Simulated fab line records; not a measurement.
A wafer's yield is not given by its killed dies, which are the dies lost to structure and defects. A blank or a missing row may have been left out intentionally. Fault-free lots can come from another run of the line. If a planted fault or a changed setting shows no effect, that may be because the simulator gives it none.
A lot that was struck, set against a sound lot    flow berkeley_cmos170    14 out of 331 route steps
Sound: the wafers L284.2, L284.4, L284.5. The struck wafers were L288.2, L288.3, L288.6. Last of all comes the cause.
For every step that has rows: the tool of each side, followed by ch and its chambers, followed by its first start. Under that, the readings that differ: sound wafers    struck wafers    difference of the means    sigmas: that difference in standard deviations of wafers without a fault.
alike: readings with means less than 2 such deviations apart, plus words and numbers identical on both sides. not compared: withheld readings, readings lacking a value on some wafer, bounds such as >300 that could conceal the same value, and numbers that have no deviation in the record and whose values overlap.
A row with sigmas, a row that says differs or no value, or rows on one side alone: a step with any of these is where the two part. Numbers that don't overlap but have no deviation are shown without sigmas and don't part them. A reading that every wafer of one side lacks parts them only if that side has two wafers or more.

UCB170_SILICIDE_RS_MEAS_02: uses a four-point probe to measure.
  sound: film_metro-03 at day 6 20:07; struck: film_metro-02 at day 7 20:37
  alike: SILICIDE_TI_RS
UCB170_SILICIDE_THK_MEAS_03: measures by xrf.
  sound: film_metro-03 at day 6 20:13; struck: film_metro-02 at day 7 20:44
  alike: SILICIDE_TI_THK
UCB170_SILICIDE_RTA_04: time 15 s.
  sound on rtp_anneal-02 ch 0, day 6 20:17; struck on rtp_anneal-01 ch 0, day 7 20:48
reading             sound              struck             difference  sigmas
lamp_power_pct (%)  11.21 11.21 11.20  10.59 10.59 10.59  -0.62       -2
  alike: anneal_temp_c_max, chamber_o2_ppm, wafer_temp_C_max
then, 3 steps without rows for these wafers: UCB170_SILICIDE_WET_ETCH_05 (etches Ti in SPM, time 45 s); UCB170_CONTACT_CLEAN_00 (cleans in SPM, time 600 s); UCB170_CONTACT_CVD_01 (deposits PSG from SiH4/O2/PH3, target thk 700 nm, time 2820 s).
UCB170_CONTACT_THK_MEAS_02:
  sound: film_metro-04 at day 7 02:25; struck: film_metro-04 at day 7 22:51
  alike: CONTACT_PSG_THK
then, 3 steps without rows for these wafers: UCB170_CONTACT_HMDS_03 (prime time 60 s); UCB170_CONTACT_COAT_04 (resist thk 900 nm); UCB170_CONTACT_SOFTBAKE_05 (time 60 s).
UCB170_CONTACT_STRIP_06: strips in O2.
  sound on plasma_asher-03 ch 0,1, day 7 02:55; struck on plasma_asher-03 ch 0,1, day 7 23:31
  alike: drypump_motor_current_A, oes_product_au, strip_time_to_endpoint_s
  not compared: rf_hours_counter_h
then, 1 step without rows for these wafers: UCB170_CONTACT_CLEAN_07 (cleans in SPM, time 600 s).
UCB170_CONTACT_RTA_08: time 10 s.
  sound on rtp_anneal-02 ch 0, day 7 03:18; struck on rtp_anneal-02, day 7 23:49
  no value came back on the struck wafers for anneal_temp_c_max, chamber_o2_ppm, lamp_power_pct (%), wafer_temp_C_max; on the sound wafers anneal_temp_c_max reads 904.0 903.3 903.7
after that, 1 step had no rows for these wafers: UCB170_CONTACT_COAT_09.

## WHERE THEY PART
At UCB170_SILICIDE_RTA_04 first; at UCB170_CONTACT_RTA_08 last (within this record only).

WHY: whatever the simulator had introduced
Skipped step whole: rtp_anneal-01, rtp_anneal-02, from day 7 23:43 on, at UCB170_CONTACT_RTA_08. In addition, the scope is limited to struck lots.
